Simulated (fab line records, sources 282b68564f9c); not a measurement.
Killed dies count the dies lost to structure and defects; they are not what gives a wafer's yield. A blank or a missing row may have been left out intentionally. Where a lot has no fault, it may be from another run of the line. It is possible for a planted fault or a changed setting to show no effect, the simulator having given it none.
fab line records || flow rit_cmos
record {"lots": 15, "wafers": 45, "last_day": 7}
route steps=202 shown FOX1@20 M1@202
lots untouched by any fault: they come from a run of this same line in which no faults occurred
start_h: hours from the record's first day to the start of the lot's first wafer shown || wait_h: time in hours since the lot's previous step || " the same as in the row above || L1.1+2: a row that stands for several wafers || - value missing, or start not given || * or withheld: withheld || < > ~ a bound
route shown NAME@n: a module of which the file shows steps, and the number in the route of the first || usual: mean/standard deviation taken from wafers without a fault || same: alike in all rows || chamber/n: place in a boat || sites: each site's reading || _std_site: their standard deviation || _edge_site: inner sites' mean taken away from outer sites' mean || radius_mm: how far each site lies from the wafer's centre || mask NAME#n: copy n || behind: tool/chamber where the wafer was last shaped || hold: reason for holding the lot/hours on hold/outcome of the hold || device: transistor that didn't switch, given as n, p or np || end of line: the route-end tests of the same wafers || a step without rows: its recipe alone || killed: dies lost to structure and defects at the first sort, not the wafer's yield || map: dies across one wafer; x = killed, . = not, _ = none there
set.NAME: the setting that was run; set.NAME@STEP: the one run at that earlier step || model.NAME: the simulator's own value behind a step, which no gauge read
the route's steps for a sample of lots (tables are steps, rows are wafers)
services: a tool's chamber out of use, with start hour (start_h, from the record's first day; less than 0 if before it), hours out, and reason
## steps
# step RIT_FOX1_OXIDATION_00
# recipe {"temp_c": 1100, "ambient": "H2O", "target_thk_a": 3507, "p_h2o_torr": 720, "ox_time_s": 1130}
# usual {"ox_temp_c_max": "1105.2/1.5", "tube_center_temp_C": "1100/0.1", "zone_power_load_pct": "48/4.9"}
{"lot.wafer": "L700.1", "tool": "furnace-04", "chamber": 0, "start_h": 17.67, "wait_h": 0.0, "ox_temp_c_max": 1102.8, "tube_center_temp_C": 1099.9, "zone_power_load_pct": 42}
{"lot.wafer": "L700.3", "tool": "furnace-04", "chamber": 0, "start_h": 17.67, "wait_h": 0.0, "ox_temp_c_max": 1102.9, "tube_center_temp_C": 1100.2, "zone_power_load_pct": 42}
{"lot.wafer": "L700.4", "tool": "furnace-04", "chamber": 0, "start_h": 17.67, "wait_h": 0.0, "ox_temp_c_max": 1103.4, "tube_center_temp_C": 1099.9, "zone_power_load_pct": 41}
{"lot.wafer": "L701.1", "tool": "furnace-04", "chamber": 0, "start_h": 22.89, "wait_h": 0.0, "ox_temp_c_max": 1102.5, "tube_center_temp_C": 1099.9, "zone_power_load_pct": 42}
{"lot.wafer": "L701.2", "tool": "furnace-04", "chamber": 0, "start_h": 22.89, "wait_h": 0.0, "ox_temp_c_max": 1103.4, "tube_center_temp_C": 1100.2, "zone_power_load_pct": 42}
{"lot.wafer": "L701.5", "tool": "furnace-04", "chamber": 0, "start_h": 22.89, "wait_h": 0.0, "ox_temp_c_max": 1102.7, "tube_center_temp_C": 1100.1, "zone_power_load_pct": 41}
{"lot.wafer": "L702.1", "tool": "furnace-03", "chamber": 0, "start_h": 25.69, "wait_h": 0.2, "ox_temp_c_max": 1107.6, "tube_center_temp_C": 1100.1, "zone_power_load_pct": 46}
{"lot.wafer": "L702.3", "tool": "furnace-03", "chamber": 0, "start_h": 25.69, "wait_h": 0.2, "ox_temp_c_max": 1107.3, "tube_center_temp_C": 1100, "zone_power_load_pct": 48}
{"lot.wafer": "L702.5", "tool": "furnace-03", "chamber": 0, "start_h": 25.69, "wait_h": 0.2, "ox_temp_c_max": 1105.9, "tube_center_temp_C": 1100, "zone_power_load_pct": 48}
{"lot.wafer": "L703.1", "tool": "furnace-03", "chamber": 0, "start_h": 30.63, "wait_h": 0.0, "ox_temp_c_max": 1105.6, "tube_center_temp_C": 1100.1, "zone_power_load_pct": 48}
{"lot.wafer": "L703.2", "tool": "furnace-03", "chamber": 0, "start_h": 30.63, "wait_h": 0.0, "ox_temp_c_max": 1108.2, "tube_center_temp_C": 1100, "zone_power_load_pct": 48}
{"lot.wafer": "L703.6", "tool": "furnace-03", "chamber": 0, "start_h": 30.63, "wait_h": 0.0, "ox_temp_c_max": 1107.1, "tube_center_temp_C": 1100.1, "zone_power_load_pct": 47}
{"lot.wafer": "L704.2", "tool": "furnace-01", "chamber": 0, "start_h": 35.62, "wait_h": 0.0, "ox_temp_c_max": 1107.5, "tube_center_temp_C": 1100, "zone_power_load_pct": 55}
{"lot.wafer": "L704.4", "tool": "furnace-01", "chamber": 0, "start_h": 35.62, "wait_h": 0.0, "ox_temp_c_max": 1105.7, "tube_center_temp_C": 1099.9, "zone_power_load_pct": 53}
{"lot.wafer": "L704.5", "tool": "furnace-01", "chamber": 0, "start_h": 35.62, "wait_h": 0.0, "ox_temp_c_max": 1105.2, "tube_center_temp_C": 1100, "zone_power_load_pct": 55}
{"lot.wafer": "L705.2", "tool": "furnace-03", "chamber": 0, "start_h": 42.78, "wait_h": 1.0, "ox_temp_c_max": 1105.7, "tube_center_temp_C": 1099.8, "zone_power_load_pct": 47}
{"lot.wafer": "L705.3", "tool": "furnace-03", "chamber": 0, "start_h": 42.78, "wait_h": 1.0, "ox_temp_c_max": 1108.3, "tube_center_temp_C": 1099.9, "zone_power_load_pct": 48}
{"lot.wafer": "L705.6", "tool": "furnace-03", "chamber": 0, "start_h": 42.78, "wait_h": 1.0, "ox_temp_c_max": 1104.5, "tube_center_temp_C": 1100, "zone_power_load_pct": 47}
{"lot.wafer": "L706.1", "tool": "furnace-01", "chamber": 0, "start_h": 45.81, "wait_h": 0.0, "ox_temp_c_max": 1105.9, "tube_center_temp_C": 1100, "zone_power_load_pct": 54}
{"lot.wafer": "L706.2", "tool": "furnace-01", "chamber": 0, "start_h": 45.81, "wait_h": 0.0, "ox_temp_c_max": 1106.2, "tube_center_temp_C": 1100, "zone_power_load_pct": 54}
{"lot.wafer": "L706.3", "tool": "furnace-01", "chamber": 0, "start_h": 45.81, "wait_h": 0.0, "ox_temp_c_max": 1105.7, "tube_center_temp_C": 1100.1, "zone_power_load_pct": 54}
{"lot.wafer": "L709.2", "tool": "furnace-04", "chamber": 0, "start_h": 62.05, "wait_h": 1.1, "ox_temp_c_max": 1105.0, "tube_center_temp_C": 1099.9, "zone_power_load_pct": 41}
{"lot.wafer": "L709.3", "tool": "furnace-04", "chamber": 0, "start_h": 62.05, "wait_h": 1.1, "ox_temp_c_max": 1102.2, "tube_center_temp_C": 1099.9, "zone_power_load_pct": 42}
{"lot.wafer": "L709.6", "tool": "furnace-04", "chamber": 0, "start_h": 62.05, "wait_h": 1.1, "ox_temp_c_max": 1103.1, "tube_center_temp_C": 1099.8, "zone_power_load_pct": 42}
{"lot.wafer": "L710.1", "tool": "furnace-03", "chamber": 0, "start_h": 66.62, "wait_h": 0.7, "ox_temp_c_max": 1106.5, "tube_center_temp_C": 1100, "zone_power_load_pct": 48}
{"lot.wafer": "L710.3", "tool": "furnace-03", "chamber": 0, "start_h": 66.62, "wait_h": 0.7, "ox_temp_c_max": 1104.1, "tube_center_temp_C": 1099.8, "zone_power_load_pct": 48}
{"lot.wafer": "L710.5", "tool": "furnace-03", "chamber": 0, "start_h": 66.62, "wait_h": 0.7, "ox_temp_c_max": 1107.9, "tube_center_temp_C": 1100.1, "zone_power_load_pct": 47}
{"lot.wafer": "L711.2", "tool": "furnace-01", "chamber": 0, "start_h": 70.50, "wait_h": 0.0, "ox_temp_c_max": 1104.9, "tube_center_temp_C": 1100, "zone_power_load_pct": 53}
{"lot.wafer": "L711.3", "tool": "furnace-01", "chamber": 0, "start_h": 70.50, "wait_h": 0.0, "ox_temp_c_max": 1105.6, "tube_center_temp_C": 1099.9, "zone_power_load_pct": 54}
{"lot.wafer": "L711.5", "tool": "furnace-01", "chamber": 0, "start_h": 70.50, "wait_h": 0.0, "ox_temp_c_max": 1105.9, "tube_center_temp_C": 1100, "zone_power_load_pct": 54}
{"lot.wafer": "L711.2", "tool": "furnace-01", "chamber": 0, "start_h": 71.99, "wait_h": 0.2, "ox_temp_c_max": 1106.7, "tube_center_temp_C": 1100, "zone_power_load_pct": 53}
{"lot.wafer": "L711.3", "tool": "furnace-01", "chamber": 0, "start_h": 71.99, "wait_h": 0.2, "ox_temp_c_max": 1107.5, "tube_center_temp_C": 1100.2, "zone_power_load_pct": 55}
{"lot.wafer": "L711.5", "tool": "furnace-01", "chamber": 0, "start_h": 71.99, "wait_h": 0.2, "ox_temp_c_max": 1104.7, "tube_center_temp_C": 1099.9, "zone_power_load_pct": 55}
{"lot.wafer": "L713.2", "tool": "furnace-04", "chamber": 0, "start_h": 80.65, "wait_h": 0.0, "ox_temp_c_max": 1104.2, "tube_center_temp_C": 1100.1, "zone_power_load_pct": 42}
{"lot.wafer": "L713.4", "tool": "furnace-04", "chamber": 0, "start_h": 80.65, "wait_h": 0.0, "ox_temp_c_max": 1104.3, "tube_center_temp_C": 1100.1, "zone_power_load_pct": 42}
{"lot.wafer": "L713.5", "tool": "furnace-04", "chamber": 0, "start_h": 80.65, "wait_h": 0.0, "ox_temp_c_max": 1103.1, "tube_center_temp_C": 1100.2, "zone_power_load_pct": 42}
{"lot.wafer": "L717.1", "tool": "furnace-04", "chamber": 0, "start_h": 100.63, "wait_h": 0.0, "ox_temp_c_max": 1102.4, "tube_center_temp_C": 1099.8, "zone_power_load_pct": 41}
{"lot.wafer": "L717.3", "tool": "furnace-04", "chamber": 0, "start_h": 100.63, "wait_h": 0.0, "ox_temp_c_max": 1102.3, "tube_center_temp_C": 1100, "zone_power_load_pct": 42}
{"lot.wafer": "L717.4", "tool": "furnace-04", "chamber": 0, "start_h": 100.63, "wait_h": 0.0, "ox_temp_c_max": 1101.8, "tube_center_temp_C": 1100.1, "zone_power_load_pct": 42}
{"lot.wafer": "L717.1", "tool": "furnace-01", "chamber": 0, "start_h": 102.77, "wait_h": 0.8, "ox_temp_c_max": 1106.3, "tube_center_temp_C": 1100, "zone_power_load_pct": 54}
{"lot.wafer": "L717.3", "tool": "furnace-01", "chamber": 0, "start_h": 102.77, "wait_h": 0.8, "ox_temp_c_max": 1105.2, "tube_center_temp_C": 1100, "zone_power_load_pct": 55}
{"lot.wafer": "L717.4", "tool": "furnace-01", "chamber": 0, "start_h": 102.77, "wait_h": 0.8, "ox_temp_c_max": 1106.0, "tube_center_temp_C": 1100, "zone_power_load_pct": 55}
{"lot.wafer": "L718.1", "tool": "furnace-03", "chamber": 0, "start_h": 107.56, "wait_h": 2.1, "ox_temp_c_max": 1107.2, "tube_center_temp_C": 1099.9, "zone_power_load_pct": 47}
{"lot.wafer": "L718.4", "tool": "furnace-03", "chamber": 0, "start_h": 107.56, "wait_h": 2.1, "ox_temp_c_max": 1106.3, "tube_center_temp_C": 1100, "zone_power_load_pct": 47}
{"lot.wafer": "L718.6", "tool": "furnace-03", "chamber": 0, "start_h": 107.56, "wait_h": 2.1, "ox_temp_c_max": 1106.1, "tube_center_temp_C": 1100, "zone_power_load_pct": 48}
{"lot.wafer": "L721.2", "tool": "furnace-03", "chamber": 0, "start_h": 123.89, "wait_h": 2.0, "ox_temp_c_max": 1105.0, "tube_center_temp_C": 1100, "zone_power_load_pct": 49}
{"lot.wafer": "L721.4", "tool": "furnace-03", "chamber": 0, "start_h": 123.89, "wait_h": 2.0, "ox_temp_c_max": 1105.6, "tube_center_temp_C": 1100, "zone_power_load_pct": 49}
{"lot.wafer": "L721.5", "tool": "furnace-03", "chamber": 0, "start_h": 123.89, "wait_h": 2.0, "ox_temp_c_max": 1104.2, "tube_center_temp_C": 1099.9, "zone_power_load_pct": 47}
{"lot.wafer": "L721.2", "tool": "furnace-01", "chamber": 0, "start_h": 127.58, "wait_h": 2.4, "ox_temp_c_max": 1105.7, "tube_center_temp_C": 1100.1, "zone_power_load_pct": 54}
{"lot.wafer": "L721.4", "tool": "furnace-01", "chamber": 0, "start_h": 127.58, "wait_h": 2.4, "ox_temp_c_max": 1104.8, "tube_center_temp_C": 1099.9, "zone_power_load_pct": 54}
{"lot.wafer": "L721.5", "tool": "furnace-01", "chamber": 0, "start_h": 127.58, "wait_h": 2.4, "ox_temp_c_max": 1105.9, "tube_center_temp_C": 1099.9, "zone_power_load_pct": 54}
{"lot.wafer": "L723.1", "tool": "furnace-01", "chamber": 0, "start_h": 132.78, "wait_h": 1.3, "ox_temp_c_max": 1104.5, "tube_center_temp_C": 1100, "zone_power_load_pct": 54}
{"lot.wafer": "L723.5", "tool": "furnace-01", "chamber": 0, "start_h": 132.78, "wait_h": 1.3, "ox_temp_c_max": 1104.4, "tube_center_temp_C": 1100, "zone_power_load_pct": 54}
{"lot.wafer": "L723.6", "tool": "furnace-01", "chamber": 0, "start_h": 132.78, "wait_h": 1.3, "ox_temp_c_max": 1105.0, "tube_center_temp_C": 1100, "zone_power_load_pct": 55}
# step RIT_FOX1_THK_MEAS_01
# recipe {"reads": "SiO2_of_FOX1_OXIDATION_00"}
# usual {"FOX1_OXIDE_THK": "345/6"}
{"lot.wafer": "L700.1", "tool": "film_metro-04", "chamber": "-", "start_h": 18.98, "wait_h": 0.0, "FOX1_OXIDE_THK[nm]": 340}
{"lot.wafer": "L700.3", "tool": "film_metro-04", "chamber": "-", "start_h": 18.98, "wait_h": 0.0, "FOX1_OXIDE_THK[nm]": 345}
{"lot.wafer": "L700.4", "tool": "film_metro-04", "chamber": "-", "start_h": 18.98, "wait_h": 0.0, "FOX1_OXIDE_THK[nm]": 340}
{"lot.wafer": "L701.1", "tool": "film_metro-03", "chamber": "-", "start_h": 24.20, "wait_h": 0.0, "FOX1_OXIDE_THK[nm]": 348}
{"lot.wafer": "L701.2", "tool": "film_metro-03", "chamber": "-", "start_h": 24.20, "wait_h": 0.0, "FOX1_OXIDE_THK[nm]": 347}
{"lot.wafer": "L701.5", "tool": "film_metro-03", "chamber": "-", "start_h": 24.20, "wait_h": 0.0, "FOX1_OXIDE_THK[nm]": 348}
{"lot.wafer": "L702.1", "tool": "film_metro-03", "chamber": "-", "start_h": 27.01, "wait_h": 0.0, "FOX1_OXIDE_THK[nm]": 344}
{"lot.wafer": "L702.3", "tool": "film_metro-03", "chamber": "-", "start_h": 27.01, "wait_h": 0.0, "FOX1_OXIDE_THK[nm]": 345}
{"lot.wafer": "L702.5", "tool": "film_metro-03", "chamber": "-", "start_h": 27.01, "wait_h": 0.0, "FOX1_OXIDE_THK[nm]": 348}
{"lot.wafer": "L703.1", "tool": "film_metro-04", "chamber": "-", "start_h": 31.95, "wait_h": 0.0, "FOX1_OXIDE_THK[nm]": 341}
{"lot.wafer": "L703.2", "tool": "film_metro-04", "chamber": "-", "start_h": 31.95, "wait_h": 0.0, "FOX1_OXIDE_THK[nm]": 350}
{"lot.wafer": "L703.6", "tool": "film_metro-04", "chamber": "-", "start_h": 31.95, "wait_h": 0.0, "FOX1_OXIDE_THK[nm]": 349}
{"lot.wafer": "L704.2", "tool": "film_metro-03", "chamber": "-", "start_h": 36.94, "wait_h": 0.0, "FOX1_OXIDE_THK[nm]": 357}
{"lot.wafer": "L704.4", "tool": "film_metro-03", "chamber": "-", "start_h": 36.94, "wait_h": 0.0, "FOX1_OXIDE_THK[nm]": 357}
{"lot.wafer": "L704.5", "tool": "film_metro-03", "chamber": "-", "start_h": 36.94, "wait_h": 0.0, "FOX1_OXIDE_THK[nm]": 356}
{"lot.wafer": "L705.2", "tool": "film_metro-01", "chamber": "-", "start_h": 44.10, "wait_h": 0.0, "FOX1_OXIDE_THK[nm]": 351}
{"lot.wafer": "L705.3", "tool": "film_metro-01", "chamber": "-", "start_h": 44.10, "wait_h": 0.0, "FOX1_OXIDE_THK[nm]": 355}
{"lot.wafer": "L705.6", "tool": "film_metro-01", "chamber": "-", "start_h": 44.10, "wait_h": 0.0, "FOX1_OXIDE_THK[nm]": 350}
{"lot.wafer": "L706.1", "tool": "film_metro-01", "chamber": "-", "start_h": 47.13, "wait_h": 0.0, "FOX1_OXIDE_THK[nm]": 349}
{"lot.wafer": "L706.2", "tool": "film_metro-01", "chamber": "-", "start_h": 47.13, "wait_h": 0.0, "FOX1_OXIDE_THK[nm]": 349}
{"lot.wafer": "L706.3", "tool": "film_metro-01", "chamber": "-", "start_h": 47.13, "wait_h": 0.0, "FOX1_OXIDE_THK[nm]": 350}
{"lot.wafer": "L709.2", "tool": "film_metro-03", "chamber": "-", "start_h": 63.38, "wait_h": 0.0, "FOX1_OXIDE_THK[nm]": 355}
{"lot.wafer": "L709.3", "tool": "film_metro-03", "chamber": "-", "start_h": 63.38, "wait_h": 0.0, "FOX1_OXIDE_THK[nm]": 358}
{"lot.wafer": "L709.6", "tool": "film_metro-03", "chamber": "-", "start_h": 63.38, "wait_h": 0.0, "FOX1_OXIDE_THK[nm]": 351}
{"lot.wafer": "L710.1", "tool": "film_metro-04", "chamber": "-", "start_h": 67.93, "wait_h": 0.0, "FOX1_OXIDE_THK[nm]": 343}
{"lot.wafer": "L710.3", "tool": "film_metro-04", "chamber": "-", "start_h": 67.93, "wait_h": 0.0, "FOX1_OXIDE_THK[nm]": 339}
{"lot.wafer": "L710.5", "tool": "film_metro-04", "chamber": "-", "start_h": 67.93, "wait_h": 0.0, "FOX1_OXIDE_THK[nm]": 338}
{"lot.wafer": "L711.2", "tool": "film_metro-04", "chamber": "-", "start_h": 73.31, "wait_h": 0.0, "FOX1_OXIDE_THK[nm]": 513}
{"lot.wafer": "L711.3", "tool": "film_metro-04", "chamber": "-", "start_h": 73.31, "wait_h": 0.0, "FOX1_OXIDE_THK[nm]": 512}
{"lot.wafer": "L711.5", "tool": "film_metro-04", "chamber": "-", "start_h": 73.31, "wait_h": 0.0, "FOX1_OXIDE_THK[nm]": 511}
{"lot.wafer": "L713.2", "tool": "film_metro-03", "chamber": "-", "start_h": 81.97, "wait_h": 0.0, "FOX1_OXIDE_THK[nm]": 348}
{"lot.wafer": "L713.4", "tool": "film_metro-03", "chamber": "-", "start_h": 81.97, "wait_h": 0.0, "FOX1_OXIDE_THK[nm]": 342}
{"lot.wafer": "L713.5", "tool": "film_metro-03", "chamber": "-", "start_h": 81.97, "wait_h": 0.0, "FOX1_OXIDE_THK[nm]": 343}
{"lot.wafer": "L717.1", "tool": "film_metro-03", "chamber": "-", "start_h": 104.08, "wait_h": 0.0, "FOX1_OXIDE_THK[nm]": 511}
{"lot.wafer": "L717.3", "tool": "film_metro-03", "chamber": "-", "start_h": 104.08, "wait_h": 0.0, "FOX1_OXIDE_THK[nm]": 521}
{"lot.wafer": "L717.4", "tool": "film_metro-03", "chamber": "-", "start_h": 104.08, "wait_h": 0.0, "FOX1_OXIDE_THK[nm]": 510}
{"lot.wafer": "L718.1", "tool": "film_metro-03", "chamber": "-", "start_h": 108.87, "wait_h": 0.0, "FOX1_OXIDE_THK[nm]": 348}
{"lot.wafer": "L718.4", "tool": "film_metro-03", "chamber": "-", "start_h": 108.87, "wait_h": 0.0, "FOX1_OXIDE_THK[nm]": 344}
{"lot.wafer": "L718.6", "tool": "film_metro-03", "chamber": "-", "start_h": 108.87, "wait_h": 0.0, "FOX1_OXIDE_THK[nm]": 347}
{"lot.wafer": "L721.2", "tool": "film_metro-04", "chamber": "-", "start_h": 128.91, "wait_h": 0.0, "FOX1_OXIDE_THK[nm]": 521}
{"lot.wafer": "L721.4", "tool": "film_metro-04", "chamber": "-", "start_h": 128.91, "wait_h": 0.0, "FOX1_OXIDE_THK[nm]": 526}
{"lot.wafer": "L721.5", "tool": "film_metro-04", "chamber": "-", "start_h": 128.91, "wait_h": 0.0, "FOX1_OXIDE_THK[nm]": 527}
{"lot.wafer": "L723.1", "tool": "film_metro-01", "chamber": "-", "start_h": 134.09, "wait_h": 0.0, "FOX1_OXIDE_THK[nm]": 342}
{"lot.wafer": "L723.5", "tool": "film_metro-01", "chamber": "-", "start_h": 134.09, "wait_h": 0.0, "FOX1_OXIDE_THK[nm]": 335}
{"lot.wafer": "L723.6", "tool": "film_metro-01", "chamber": "-", "start_h": 134.09, "wait_h": 0.0, "FOX1_OXIDE_THK[nm]": 348}
# step RIT_M1_PROBE_99
# usual {"killed_at_M0_to_M3": "0.0/0.16", "killed_at_contacts": "0.1/0.24", "killed_at_front_end": "6.7/2.9", "killed_dies": "6.8/2.9", "killed_open": "3.5/1.8", "killed_short": "3.3/2.1"}
# same {"gross_dies": 264, "killed_at_M4_up": 0, "killed_at_back_side": 0, "killed_at_other": 0}
{"lot.wafer": "L717.1", "tool": "prober-01", "chamber": "-", "start_h": 149.84, "wait_h": 0.1, "killed_at_M0_to_M3": 0, "killed_at_contacts": 0, "killed_at_front_end": 6, "killed_dies": 6, "killed_open": 2, "killed_short": 4}
{"lot.wafer": "L717.3", "tool": "prober-01", "chamber": "-", "start_h": 149.94, "wait_h": 0.2, "killed_at_M0_to_M3": 0, "killed_at_contacts": 0, "killed_at_front_end": 2, "killed_dies": 2, "killed_open": 2, "killed_short": 0}
{"lot.wafer": "L717.4", "tool": "prober-01", "chamber": "-", "start_h": 149.99, "wait_h": 0.2, "killed_at_M0_to_M3": 0, "killed_at_contacts": 0, "killed_at_front_end": 7, "killed_dies": 7, "killed_open": 6, "killed_short": 1}
{"lot.wafer": "L721.2", "tool": "prober-02", "chamber": "-", "start_h": 173.12, "wait_h": 0.1, "killed_at_M0_to_M3": 0, "killed_at_contacts": 0, "killed_at_front_end": 7, "killed_dies": 7, "killed_open": 5, "killed_short": 2}
{"lot.wafer": "L721.4", "tool": "prober-02", "chamber": "-", "start_h": 173.22, "wait_h": 0.2, "killed_at_M0_to_M3": 0, "killed_at_contacts": 0, "killed_at_front_end": 13, "killed_dies": 13, "killed_open": 6, "killed_short": 7}
{"lot.wafer": "L721.5", "tool": "prober-02", "chamber": "-", "start_h": 173.27, "wait_h": 0.2, "killed_at_M0_to_M3": 0, "killed_at_contacts": 0, "killed_at_front_end": 12, "killed_dies": 12, "killed_open": 4, "killed_short": 8}
# killed by level:class
L717.1 GATE:geometric_particle:short=2 GATE:geometric_particle:open=1 SPACER:geometric_particle:open=1 SPACER:geometric_particle:short=1 SILICIDE:geometric_particle:short=1
L717.3 GATE:geometric_particle:open=2
L717.4 GATE:geometric_particle:open=3 SPACER:geometric_particle:open=2 FOX2:geometric_particle:open=1 GATE:geometric_particle:short=1
L721.2 SILICIDE:geometric_particle:open=2 FOX1:geometric_particle:open=1 GATE:geometric_particle:open=1 REOX:geometric_particle:short=1 SPACER:geometric_particle:open=1 SPACER:geometric_particle:short=1
L721.4 FOX1:geometric_particle:short=3 GATE:geometric_particle:short=3 REOX:geometric_particle:open=3 FOX1:geometric_particle:open=2 GATE:geometric_particle:open=1 REOX:geometric_particle:short=1
L721.5 GATE:geometric_particle:short=3 GATE:geometric_particle:open=3 SILICIDE:geometric_particle:short=2 FOX1:geometric_particle:short=1 FOX2:geometric_particle:short=1 REOX:geometric_particle:open=1 SPACER:geometric_particle:short=1
## services
{"tool": "furnace-04", "chamber": "-", "start_h": 48.60, "hours": 4.5, "kind": "pm"}
{"tool": "furnace-01", "chamber": "-", "start_h": 98.39, "hours": 2.6, "kind": "pm"}
{"tool": "furnace-03", "chamber": "-", "start_h": 102.05, "hours": 5.5, "kind": "pm"}
{"tool": "furnace-04", "chamber": "-", "start_h": 108.13, "hours": 23.4, "kind": "pm"}
{"tool": "furnace-01", "chamber": "-", "start_h": 112.59, "hours": 1.3, "kind": "pm"}
{"tool": "furnace-03", "chamber": "-", "start_h": 114.67, "hours": 3.3, "kind": "pm"}
{"tool": "furnace-04", "chamber": "-", "start_h": 131.49, "hours": 3.4, "kind": "pm"}
## key
first_sign {"step": "RIT_FOX1_OXIDATION_00", "reading": "visit", "direction": "added"}
effect {"step": "RIT_FOX1_THK_MEAS_01", "reading": "FOX1_OXIDE_THK", "direction": "up", "sigmas": 29, "usual": 345, "struck": 517}
met_at RIT_FOX1_OXIDATION_00
struck_lots L711,L717,L721
rows_end L711.2,L711.3,L711.5
tester_left_out L717,L721
fault {"kind": "repeated_step_whole", "tool": "furnace-01,furnace-03,furnace-04", "chamber": "-", "onset_h": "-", "steps": "RIT_FOX1_OXIDATION_00", "times": 1, "scope": "struck_lots_only"}
# tester_left_out: of these lots the tester's yield and bins aren't shown, on N5 and GAA mostly nor the transistor test; their killed dies are dies lost to structure and defects alone, not to doping, threshold or leakage, so they don't give the yield
# rows_end: these wafers met a further fault down the route, and their rows from its step on are left out
